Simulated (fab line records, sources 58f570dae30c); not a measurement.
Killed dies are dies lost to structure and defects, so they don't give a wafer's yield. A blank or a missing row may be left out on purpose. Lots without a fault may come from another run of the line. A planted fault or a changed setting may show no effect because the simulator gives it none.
Tool commonality check | flow berkeley_cmos170 | 14 lots, 42 wafers sampled

WHY IT WAS OPENED
At UCB170_PFIELD_TW_MEAS_09 the reading PFIELD_TW is flagged on 2 of 14 lots. Wafers without a fault read 596, standard deviation 6.1.
Rule: a lot is flagged when every wafer of it that has a number lies more than 4 standard deviations from that mean, or none has a number. The other lots count as sound.

lot  | measured    | on            | PFIELD_TW, wafer by wafer | flag
L605 | day 5 04:21 | film_metro-02 | 595 595 597               |
L606 | day 5 08:12 | film_metro-02 | 599 594 595               |
L610 | day 6 00:34 | film_metro-04 | 591 594 593               |
L612 | day 6 13:59 | film_metro-04 | 588 590 590               |
L613 | day 6 14:41 | film_metro-02 | 596 597 597               |
L611 | day 6 14:58 | film_metro-04 | 592 590 591               |
L617 | day 7 02:20 | film_metro-02 | 691 694 690               | FLAGGED
L616 | day 7 02:37 | film_metro-01 | 602 598 603               |
L615 | day 7 02:50 | film_metro-02 | 690 690 688               | FLAGGED
L623 | day 8 17:25 | film_metro-01 | 605 602 605               |
L627 | day 9 07:20 | film_metro-04 | 589 588 589               |
L626 | day 9 08:53 | film_metro-04 | 590 589 588               |
L624 | day 9 09:05 | film_metro-01 | 608 608 607               |
L628 | day 9 23:35 | film_metro-02 | 597 595 590               |
The numbers of the flagged lots are 690 on average: +94 against the usual, or +15 standard deviations.

WHICH TOOL RAN EACH LOT
The record holds 2 process steps before the reading, out of a route of 331 steps. In each cell: the tool, then ch and the chambers that the sampled wafers went through, then the start.
lot  | flag    | UCB170_PWELL_ETCH_14              | UCB170_PFIELD_IMPLANT_07
L605 |         | rie_diel-02 ch 0,3, day 3 15:12   | implanter-02 ch 0, day 5 04:07
L606 |         | rie_diel-04 ch 2,3, day 3 15:25   | implanter-04 ch 0, day 5 07:57
L610 |         | rie_diel-02 ch 0,2,3, day 4 11:56 | implanter-04 ch 0, day 6 00:21
L612 |         | rie_diel-04 ch 0,1,2, day 4 22:01 | implanter-03 ch 0, day 6 13:47
L613 |         | rie_diel-03 ch 0,1,3, day 5 05:16 | implanter-04 ch 0, day 6 14:28
L611 |         | rie_diel-02 ch 1,2,3, day 4 21:51 | implanter-03 ch 0, day 6 14:44
L617 | FLAGGED | rie_diel-03 ch 0,2,3, day 5 16:17 | implanter-03 ch 0, day 7 02:05
L616 |         | rie_diel-04 ch 0,1,2, day 5 16:01 | implanter-04 ch 0, day 7 02:22
L615 | FLAGGED | rie_diel-04 ch 0,2,3, day 5 16:27 | implanter-03 ch 0, day 7 02:35
L623 |         | rie_diel-04 ch 0,1, day 7 05:46   | implanter-04 ch 0, day 8 17:12
L627 |         | rie_diel-02 ch 0,2,3, day 7 16:33 | implanter-02 ch 0, day 9 07:05
L626 |         | rie_diel-02 ch 0,2,3, day 7 16:07 | implanter-04 ch 0, day 9 08:38
L624 |         | rie_diel-04 ch 1,3, day 7 16:23   | implanter-02 ch 0, day 9 08:50
L628 |         | rie_diel-04 ch 0,2,3, day 8 05:24 | implanter-02 ch 0, day 9 23:20
What these steps do:
- UCB170_PWELL_ETCH_14: etches Si3N4 in CH3F/Ar/O2, stops on SiO2, target depth 242 nm, time 151 s.
- UCB170_PFIELD_IMPLANT_07
- UCB170_PFIELD_TW_MEAS_09

FLAGGED OVER TOTAL, TOOL BY TOOL (the gauges that took the reading come last)
step                     | tool          | lots run | flagged | share of the flagged lots | sound lots run after its first flagged lot
UCB170_PWELL_ETCH_14     | rie_diel-02   | 5        | 0       | none                      | -
UCB170_PWELL_ETCH_14     | rie_diel-03   | 2        | 1       | some                      | 0
UCB170_PWELL_ETCH_14     | rie_diel-04   | 7        | 1       | some                      | 3 (L623,L624,L628)
UCB170_PFIELD_IMPLANT_07 | implanter-02  | 4        | 0       | none                      | -
UCB170_PFIELD_IMPLANT_07 | implanter-03  | 4        | 2       | all                       | 0
UCB170_PFIELD_IMPLANT_07 | implanter-04  | 6        | 0       | none                      | -
UCB170_PFIELD_TW_MEAS_09 | film_metro-01 | 3        | 0       | none                      | -
UCB170_PFIELD_TW_MEAS_09 | film_metro-02 | 6        | 2       | all                       | 1 (L628)
UCB170_PFIELD_TW_MEAS_09 | film_metro-04 | 5        | 0       | none                      | -

WHAT THE TABLE ALLOWS
2 rows of the table ran every flagged lot: implanter-03 at UCB170_PFIELD_IMPLANT_07, film_metro-02 at UCB170_PFIELD_TW_MEAS_09.
- implanter-03 at UCB170_PFIELD_IMPLANT_07: 2 of its 4 lots flagged. Its last sound lot is L611 (day 6 14:44), its first flagged lot L617 (day 7 02:05): a fault that began between those two fits. Its own readings lie more than 4 standard deviations out on every wafer of the flagged lots: dose_ions_cm2, faraday_current_uA.
- film_metro-02 at UCB170_PFIELD_TW_MEAS_09: 2 of its 6 lots flagged. Sound lots ran on it after the first flagged one (L628), which a lasting fault on the whole tool wouldn't allow.
One tool is left: implanter-03 at UCB170_PFIELD_IMPLANT_07.

WHAT THE SIMULATOR HAD PUT IN
Process parameter drift: implanter-03, from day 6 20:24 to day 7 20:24, at UCB170_PFIELD_IMPLANT_07. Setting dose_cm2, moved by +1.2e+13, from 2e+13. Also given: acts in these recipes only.
Lots struck among those shown: L617, L615. The rule above found the same.
